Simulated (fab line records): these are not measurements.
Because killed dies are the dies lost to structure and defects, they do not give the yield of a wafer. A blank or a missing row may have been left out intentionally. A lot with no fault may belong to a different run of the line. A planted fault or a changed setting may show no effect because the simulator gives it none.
Which tool did it?	flow rit-cmos	Sampling: 16 lots, 48 wafers, 4 of 202 route steps

## WHAT THE GAUGES SHOWED, per wafer
RIT_NWELL_OVL_MEAS_06.
lot	measured	on	NWELL_OVL (nm)
L588	day 1 22:59	overlay-01	-0.5 0.2 -1.1
L589	day 2 02:52	overlay-02	-2.7 -1.5 -2.8
L590	day 2 08:44	overlay-01	-0.4 -2.9 -2.2
L592	day 2 16:56	overlay-01	-2.0 -2.2 -2.8
L593	day 3 00:49	overlay-02	1.2 0.7 0.2
L594	day 3 04:26	overlay-02	-0.9 0.6 -0.3
L595	day 3 09:10	overlay-01	-2.6 -1.9 -1.2
L596	day 3 17:59	overlay-02	-1.5 -1.1 -3.6
L598	day 3 22:51	overlay-01	-0.4 -0.3 0.4
L601	day 4 21:02	overlay-01	- - - - - -
L602	day 5 03:32	overlay-01	-3.0 -2.7 -3.0
L603	day 5 06:49	overlay-02	- - - - - -
L604	day 5 12:35	overlay-01	- - - - - -
L606	day 6 05:38	overlay-01	- - - - - -
L608	day 6 07:25	overlay-01	-2.2 -2.3 -3.2
L610	day 6 18:22	overlay-02	-1.2 -2.3 -1.2

RIT_WELLDRIVE_RS_MEAS_01: a four-point-probe measurement.
lot	measured	on	NWELL_RS (ohm/sq)
L588	day 2 06:18	film-metro-03	277.3 277.7 276.6
L589	day 2 11:23	film-metro-01	278.2 278.8 278.4
L590	day 2 16:37	film-metro-03	277.1 277.1 277.3
L592	day 3 00:57	film-metro-01	277.6 278.8 279.1
L593	day 3 08:19	film-metro-03	277.3 276.9 276.9
L594	day 3 12:35	film-metro-01	278.7 277.8 277.7
L595	day 3 17:38	film-metro-04	277.8 278.1 277.3
L596	day 4 01:55	film-metro-01	277.5 277.6 278.5
L598	day 4 07:14	film-metro-01	279.0 278.9 278.5
L602	day 5 13:26	film-metro-01	278.0 278.6 278.4
L608	day 6 16:17	film-metro-03	277.4 277.1 277.5
L610	day 7 03:53	film-metro-03	277.2 276.4 277.5

RIT_M1_RS_MEAS_01: a four-point-probe measurement.
lot	measured	on	M1_AL_RS (ohm/sq)
L588	day 3 08:09	film-metro-04	0.0737 0.0721 0.0723
L589	day 3 15:02	film-metro-01	0.0734 0.0732 0.0739
L590	day 3 20:42	film-metro-02	0.0736 0.0728 0.0733
L592	day 4 03:40	film-metro-02	0.0733 0.0728 0.0737
L593	day 4 10:35	film-metro-01	0.0731 0.0731 0.0735
L594	day 4 14:23	film-metro-01	0.0733 0.0739 0.0726
L595	day 5 01:05	film-metro-01	0.0743 0.0741 0.0738
L596	day 5 06:55	film-metro-01	0.0736 0.0734 0.0738
L598	day 5 11:28	film-metro-01	0.0729 0.0732 0.0719
L602	day 7 01:46	film-metro-02	0.0731 0.0730 0.0732
L608	day 8 00:18	film-metro-01	0.0731 0.0735 0.0729
L610	day 8 07:59	film-metro-01	0.0734 0.0741 0.0732

## TOOL THAT RAN EACH LOT (tool first, then ch and the chambers of the sampled wafers, then the start)
lot	RIT_NWELL_EXPOSE_03
L588	iline-stepper-01 ch 0, day 1 22:34
L589	iline-stepper-01 ch 0, day 2 02:26
L590	iline-stepper-01 ch 0, day 2 08:19
L592	iline-stepper-01 ch 0, day 2 16:30
L593	iline-stepper-01 ch 0, day 3 00:25
L594	iline-stepper-02 ch 0, day 3 04:02
L595	iline-stepper-01 ch 0, day 3 08:44
L596	iline-stepper-01 ch 0, day 3 17:33
L598	iline-stepper-01 ch 0, day 3 22:16
L601	iline-stepper-01 ch 0, day 4 20:38
L602	iline-stepper-02 ch 0, day 5 03:07
L603	iline-stepper-01 ch 0, day 5 06:23
L604	iline-stepper-01 ch 0, day 5 12:10
L606	iline-stepper-01 ch 0, day 6 05:14
L608	iline-stepper-02 ch 0, day 6 06:47
L610	iline-stepper-02 ch 0, day 6 17:47
- RIT_NWELL_EXPOSE_03: exposes mask M2, target cd 43900 nm.

## AS READ BY THE TOOLS THEMSELVES (means over the sampled wafers that have a number; for cases with no such wafer, the mark the record gives instead)
The record holds no such reading with a usual standard deviation.

## THE ANSWER, worked out from the rows above alone
Rule: usual is defined by the lots themselves. Put in order of their means at a reading, lots are off if they are a third of the lots or fewer, leave a main group of 4 or more, and stand apart from it by a gap of 3 or more times the standard deviation of the main group's means; of several such gaps the widest counts. If all means in a main group match to the digits the tables above print for the reading, that group is not used. Also off: a lot with no number at a reading for which 4 or more lots have one. Where the step has rows for the other lots, those lots are counted as sound. First the gauges in route order, then the tools' own readings, where a lot's mean is used as printed above. At the first step where some lot is off, the reading lying furthest off is the one used; lots without a number count as furthest.
Off: L601, L603, L604, L606, seen at RIT_NWELL_OVL_MEAS_06 (NWELL_OVL). Without a number there: L601, L603, L604, L606. Mean -1.5 nm and standard deviation 1.1 in the main group.
A tool fits if, at a process step before that reading, it ran every lot that is off, and no sound lot after the first of them. Gauges at RIT_NWELL_OVL_MEAS_06: tried the same way as those tools. One fits: RIT_NWELL_EXPOSE_03 on iline-stepper-01. A fault onset in the window from L598 (day 3 22:16, its last sound lot) to L601 (day 4 20:38, its first lot off) fits.

## WHAT THE SIMULATOR HAD INSERTED
Scanner matching overlay: iline-stepper-01, from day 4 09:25 on, at RIT_NWELL_EXPOSE_03. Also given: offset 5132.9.
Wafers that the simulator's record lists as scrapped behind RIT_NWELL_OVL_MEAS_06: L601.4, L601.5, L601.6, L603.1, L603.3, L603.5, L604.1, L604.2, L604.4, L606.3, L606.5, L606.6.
Lots struck among those shown: L601, L603, L604, L606. This agrees with what the rule above found.
